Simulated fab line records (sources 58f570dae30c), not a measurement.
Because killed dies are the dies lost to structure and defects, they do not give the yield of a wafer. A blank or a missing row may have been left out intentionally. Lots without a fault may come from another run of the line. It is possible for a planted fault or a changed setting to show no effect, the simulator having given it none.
A single fault, viewed from 2 desks + flow berkeley cmos170 + only its own numbers are on each desk; what lay behind them is given at the end

## THE TOOL OWNER'S DESK: rie diel-01
The tool's own readings at UCB170_ZERO_ETCH_06 (etches SiO2 in CHF3/CF4/Ar, time 12 s): means of the sampled wafers that have a number, for each lot that ran on this tool. Any lot whose mean is over 4 standard deviations away from the usual mean is out of limits and marked OUT; that distance is given in the brackets.
Columns: A = drypump motor current A at UCB170_ZERO_ETCH_06, usual 5.6 A; B = oes product au at UCB170_ZERO_ETCH_06, usual 0.620 a.u.; C = throttle valve pct at UCB170_ZERO_ETCH_06, usual 9.28 %
| lot  | first seen here | A   | B     | C    |
|------|-----------------|-----|-------|------|
| L686 | day 2 11:27     | 5.8 | 0.621 | 9.31 |
| L697 | day 4 22:35     | 5.4 | 0.621 | 9.16 |
| L699 | day 5 07:13     | 5.1 | 0.622 | 9.31 |
Result from this desk: across the 3 lots, nothing is out of limits.

## METROLOGY DESK
What the gauges read, lot by lot, whatever tool the lot ran on: means of the sampled wafers that have a number. Any lot whose mean is over 4 standard deviations away from the usual mean is out of limits and marked OUT; that distance is given in the brackets.
Columns: A = M3_AL_RS at UCB170_M3_RS_MEAS_02, usual 0.0321 ohm/sq; B = cd nm at UCB170_M3_CD_MEAS_15, usual 700.4 nm
| lot  | first seen here | A      | B     |
|------|-----------------|--------|-------|
| L683 | day 9 14:18     | 0.0317 | 701.4 |
| L684 | day 9 14:59     | 0.0324 | 699.3 |
| L686 | day 9 21:57     | 0.0316 | 700.4 |
| L685 | day 9 22:41     | 0.0321 | 700.3 |
| L688 | day 10 00:59    | 0.0320 | 703.1 |
| L687 | day 10 01:31    | 0.0320 | 699.7 |
| L689 | day 10 09:04    | 0.0313 | 699.8 |
| L698 | day 11 13:55    | 0.0325 | 700.6 |
| L697 | day 11 15:35    | 0.0319 | 701.0 |
| L701 | day 12 18:35    | 0.0326 | 699.1 |
| L699 | day 12 18:41    | 0.0326 | 700.8 |
| L703 | day 13 09:33    | 0.0324 | 699.9 |
| L704 | day 13 17:22    | 0.0323 | 698.1 |
| L706 | day 14 08:00    | 0.0325 | 701.0 |
Result from this desk: across the 14 lots, nothing is out of limits.

## BROUGHT TOGETHER
Nothing out of limits was seen by the tool owner's desk.
Nothing out of limits was seen by the metrology desk.

## WHAT WAS PUT IN BY THE SIMULATOR
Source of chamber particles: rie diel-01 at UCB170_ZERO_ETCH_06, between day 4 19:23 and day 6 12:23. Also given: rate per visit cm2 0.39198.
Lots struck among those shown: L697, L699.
